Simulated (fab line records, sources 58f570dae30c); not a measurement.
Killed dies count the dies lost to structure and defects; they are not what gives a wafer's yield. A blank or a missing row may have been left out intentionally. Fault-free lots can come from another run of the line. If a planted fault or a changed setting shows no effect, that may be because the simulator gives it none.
Split-lot experiment :: flow berkeley_cmos170 :: 5 lots, 23 wafers read, on a route of 331 steps

== SPLIT DETAILS ==
At UCB170_M1_EXPOSE_06 (exposes mask METAL1, target cd 700 nm), the setting dose_mj was moved away from the recipe's 21 on 5 of the 23 wafers read, by -4.9% to +6.3%. For the rest of the wafers, this setting stayed at what the recipe calls for.

== FROM THE SPLIT TO THE READING: what the file shows between them, 2 steps ==
- UCB170_M1_PEB_07
- UCB170_M1_DEVELOP_08: develop time 45 s

== THE READING ==
cd_nm, in nm, at UCB170_M1_CD_MEAS_09 (target cd 700 nm). A value of 699.8 nm with a standard deviation of 1.3 nm is what fault-free wafers of this fab line usually give.

wafer: L074.1
tool, chamber at the split: krf_scanner-01, 0
dose_mj as run: 19.97
against the recipe: -4.9%
cd_nm, nm: 708.4
against lot-mates on the recipe: +9.0

wafer: L074.2
tool, chamber at the split: krf_scanner-01, 0
dose_mj as run: 21
against the recipe: recipe
cd_nm, nm: 699.8
against lot-mates on the recipe: -

wafer: L074.3
tool, chamber at the split: krf_scanner-01, 0
dose_mj as run: 21
against the recipe: recipe
cd_nm, nm: 699.0
against lot-mates on the recipe: -

wafer: L074.5
tool, chamber at the split: krf_scanner-01, 0
dose_mj as run: 21
against the recipe: recipe
cd_nm, nm: 699.4
against lot-mates on the recipe: -

wafer: L074.6
tool, chamber at the split: krf_scanner-01, 0
dose_mj as run: 19.97
against the recipe: -4.9%
cd_nm, nm: 708.0
against lot-mates on the recipe: +8.6

wafer: L078.1
tool, chamber at the split: krf_scanner-02, 0
dose_mj as run: 21
against the recipe: recipe
cd_nm, nm: 702.3
against lot-mates on the recipe: -

wafer: L078.2
tool, chamber at the split: krf_scanner-02, 0
dose_mj as run: 21
against the recipe: recipe
cd_nm, nm: 699.6
against lot-mates on the recipe: -

wafer: L078.3
tool, chamber at the split: krf_scanner-02, 0
dose_mj as run: 22.32
against the recipe: +6.3%
cd_nm, nm: 690.7
against lot-mates on the recipe: -10.2

wafer: L078.4
tool, chamber at the split: krf_scanner-02, 0
dose_mj as run: 22.32
against the recipe: +6.3%
cd_nm, nm: 691.4
against lot-mates on the recipe: -9.6

wafer: L078.6
tool, chamber at the split: krf_scanner-02, 0
dose_mj as run: 22.32
against the recipe: +6.3%
cd_nm, nm: 690.1
against lot-mates on the recipe: -10.9

wafer: L079.1
tool, chamber at the split: krf_scanner-01, 0
dose_mj as run: 21
against the recipe: recipe
cd_nm, nm: 700.1
against lot-mates on the recipe: -

wafer: L079.2
tool, chamber at the split: krf_scanner-01, 0
dose_mj as run: 21
against the recipe: recipe
cd_nm, nm: 700.7
against lot-mates on the recipe: -

wafer: L079.3
tool, chamber at the split: krf_scanner-01, 0
dose_mj as run: 21
against the recipe: recipe
cd_nm, nm: 699.9
against lot-mates on the recipe: -

wafer: L079.4
tool, chamber at the split: krf_scanner-01, 0
dose_mj as run: 21
against the recipe: recipe
cd_nm, nm: 699.8
against lot-mates on the recipe: -

wafer: L079.6
tool, chamber at the split: krf_scanner-01, 0
dose_mj as run: 21
against the recipe: recipe
cd_nm, nm: 699.8
against lot-mates on the recipe: -

wafer: L081.1
tool, chamber at the split: krf_scanner-01, 0
dose_mj as run: 21
against the recipe: recipe
cd_nm, nm: 700.9
against lot-mates on the recipe: -

wafer: L081.2
tool, chamber at the split: krf_scanner-01, 0
dose_mj as run: 21
against the recipe: recipe
cd_nm, nm: 701.4
against lot-mates on the recipe: -

wafer: L081.3
tool, chamber at the split: krf_scanner-01, 0
dose_mj as run: 21
against the recipe: recipe
cd_nm, nm: 700.5
against lot-mates on the recipe: -

wafer: L081.4
tool, chamber at the split: krf_scanner-01, 0
dose_mj as run: 21
against the recipe: recipe
cd_nm, nm: 700.6
against lot-mates on the recipe: -

wafer: L081.6
tool, chamber at the split: krf_scanner-01, 0
dose_mj as run: 21
against the recipe: recipe
cd_nm, nm: 701.4
against lot-mates on the recipe: -

wafer: L082.3
tool, chamber at the split: krf_scanner-01, 0
dose_mj as run: 21
against the recipe: recipe
cd_nm, nm: 700.0
against lot-mates on the recipe: -

wafer: L082.4
tool, chamber at the split: krf_scanner-01, 0
dose_mj as run: 21
against the recipe: recipe
cd_nm, nm: 700.1
against lot-mates on the recipe: -

wafer: L082.5
tool, chamber at the split: krf_scanner-01, 0
dose_mj as run: 21
against the recipe: recipe
cd_nm, nm: 699.7
against lot-mates on the recipe: -

THE FIT
A straight line over all 23 wafers: cd_nm changes by -1.55 nm for each +1% of dose_mj; r = -0.98; the points scatter about the line by 0.78 nm.
The same after taking each lot's own level away (the mean of its wafers on the recipe; 23 wafers): -1.68 nm for each +1%; r = -0.99; scatter 0.58 nm.
That fit puts the effect of the largest move of dose_mj on the reading at 11 nm.
Across the lots, their own levels run from 699.40 to 700.96 nm, a range of 1.2 times the standard deviation given above.
The two slopes are in agreement: the lot-to-lot level therefore moves the slope only a little.
Check: for one of the wafers moved furthest among these (+6.3%), held out of the fit, the line's prediction against its lot-mates is -10.5 nm. Against them it came out at -10.2 nm.

== OTHER SPLITS APPLIED TO THESE WAFERS ==
Note: prior to the reading, these wafers also went through further splits. Each is held against what the fit with the lots' levels taken away leaves over:
other split on the same wafers: UCB170_SILICIDE_SPUTTER_01 time_s
wafers away from the commonest value: 8
r with cd_nm (lot level and that fit taken away): -0.41

other split on the same wafers: UCB170_M1_SPUTTER_00 time_s
wafers away from the commonest value: 8
r with cd_nm (lot level and that fit taken away): -0.35

== THE WHOLE CHAIN: every reading that the file lists as answering this split, in the file's order ==
step: UCB170_M1_CD_MEAS_09
what it does: target cd 700 nm
reading: cd_nm
change (the file's fit): -1.69 nm for each +1% of the setting
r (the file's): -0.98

step: UCB170_M1_ETCH_11
what it does: etches BARC in N2/H2
reading: M1.cd_nm (the simulator's own value, which no gauge read)
change (the file's fit): -1.68 nm for each +1% of the setting
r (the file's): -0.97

== THE FILE'S OWN FIT ==
cd_nm changes by -1.69 nm for each +1% of dose_mj, r = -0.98.
